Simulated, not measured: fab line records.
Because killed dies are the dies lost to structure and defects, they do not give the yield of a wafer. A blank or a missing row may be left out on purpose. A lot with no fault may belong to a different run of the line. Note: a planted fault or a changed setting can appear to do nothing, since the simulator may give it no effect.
Check of tool commonality + flow berkeley cmos170 + 14 lots, 42 wafers sampled

== THE REASON FOR OPENING IT ==
At UCB170_PLDD_TW_MEAS_11 the reading PLDD_TW is flagged on 2 of 14 lots. Fault-free wafers read 1011, with a standard deviation of 8.5.
Rule: a lot is flagged in two cases, either no wafer of it has a number, or all its wafers with numbers fall more than 4 standard deviations from that mean. The rest of the lots are taken to be sound.

| lot  | measured     | on            | PLDD_TW, wafer by wafer | flag    |
|------|--------------|---------------|-------------------------|---------|
| L695 | day 6 01:04  | film metro-02 | 1022 1014 1019          |         |
| L696 | day 6 01:42  | film metro-02 | 1020 1024 1021          |         |
| L699 | day 7 01:40  | film metro-03 | 1005 1006 998           |         |
| L698 | day 7 01:53  | film metro-03 | 1005 1007 1004          |         |
| L700 | day 7 02:27  | film metro-02 | 1020 1022 1025          |         |
| L701 | day 8 02:21  | film metro-03 | 1012 1013 1008          |         |
| L702 | day 8 02:38  | film metro-03 | 1009 1011 1011          |         |
| L705 | day 8 06:47  | film metro-01 | 1007 1004 1003          |         |
| L706 | day 8 11:58  | film metro-03 | 1011 1017 1009          |         |
| L707 | day 8 12:46  | film metro-02 | 1161 1160 1161          | FLAGGED |
| L708 | day 9 04:18  | film metro-02 | 1021 1018 1022          |         |
| L712 | day 10 03:47 | film metro-02 | 1149 1143 1145          | FLAGGED |
| L716 | day 10 19:01 | film metro-01 | 996 997 997             |         |
| L718 | day 11 15:23 | film metro-01 | 990 994 994             |         |
The mean of the flagged lots' numbers is 1153, +142 from the usual (+17 standard deviations).

== TOOL THAT RAN EACH LOT ==
The record holds 1 process step before the reading, out of a route of 331 steps. Each cell gives the tool, then ch followed by the chambers the sampled wafers passed through, then the start.
| lot  | flag    | UCB170_PLDD_IMPLANT_08          |
|------|---------|---------------------------------|
| L695 |         | implanter-01 ch 0, day 6 00:40  |
| L696 |         | implanter-03 ch 0, day 6 01:18  |
| L699 |         | implanter-03 ch 0, day 7 01:17  |
| L698 |         | implanter-01 ch 0, day 7 01:29  |
| L700 |         | implanter-04 ch 0, day 7 02:03  |
| L701 |         | implanter-04 ch 0, day 8 01:58  |
| L702 |         | implanter-01 ch 0, day 8 02:14  |
| L705 |         | implanter-03 ch 0, day 8 06:26  |
| L706 |         | implanter-01 ch 0, day 8 11:34  |
| L707 | FLAGGED | implanter-04 ch 0, day 8 11:55  |
| L708 |         | implanter-01 ch 0, day 9 03:55  |
| L712 | FLAGGED | implanter-03 ch 0, day 10 03:05 |
| L716 |         | implanter-03 ch 0, day 10 18:37 |
| L718 |         | implanter-03 ch 0, day 11 15:01 |
What these steps do:
- UCB170_PLDD_IMPLANT_08
- UCB170_PLDD_TW_MEAS_11

== FLAGGED AGAINST TOTAL, ONE TOOL AT A TIME (gauges that did the reading follow at the end) ==
| step                   | tool          | lots run | flagged | share of the flagged lots | sound lots run after its first flagged lot |
|------------------------|---------------|----------|---------|---------------------------|--------------------------------------------|
| UCB170_PLDD_IMPLANT_08 | implanter-01  | 5        | 0       | none                      | -                                          |
| UCB170_PLDD_IMPLANT_08 | implanter-03  | 6        | 1       | some                      | 2 (L716,L718)                              |
| UCB170_PLDD_IMPLANT_08 | implanter-04  | 3        | 1       | some                      | 0                                          |
| UCB170_PLDD_TW_MEAS_11 | film metro-01 | 3        | 0       | none                      | -                                          |
| UCB170_PLDD_TW_MEAS_11 | film metro-02 | 6        | 2       | all                       | 1 (L708)                                   |
| UCB170_PLDD_TW_MEAS_11 | film metro-03 | 5        | 0       | none                      | -                                          |

== WHAT THE TABLE PERMITS ==
1 row of the table ran every flagged lot: film metro-02 at UCB170_PLDD_TW_MEAS_11.
- film metro-02 at UCB170_PLDD_TW_MEAS_11 ran 6 lots, 2 of them flagged. Sound lots followed the first flagged one (L708) on it, something a lasting fault affecting the whole tool could not allow.
There is no row in the table that ran each flagged lot and no sound lot after the first.

== WHAT HAD BEEN PUT IN BY THE SIMULATOR ==
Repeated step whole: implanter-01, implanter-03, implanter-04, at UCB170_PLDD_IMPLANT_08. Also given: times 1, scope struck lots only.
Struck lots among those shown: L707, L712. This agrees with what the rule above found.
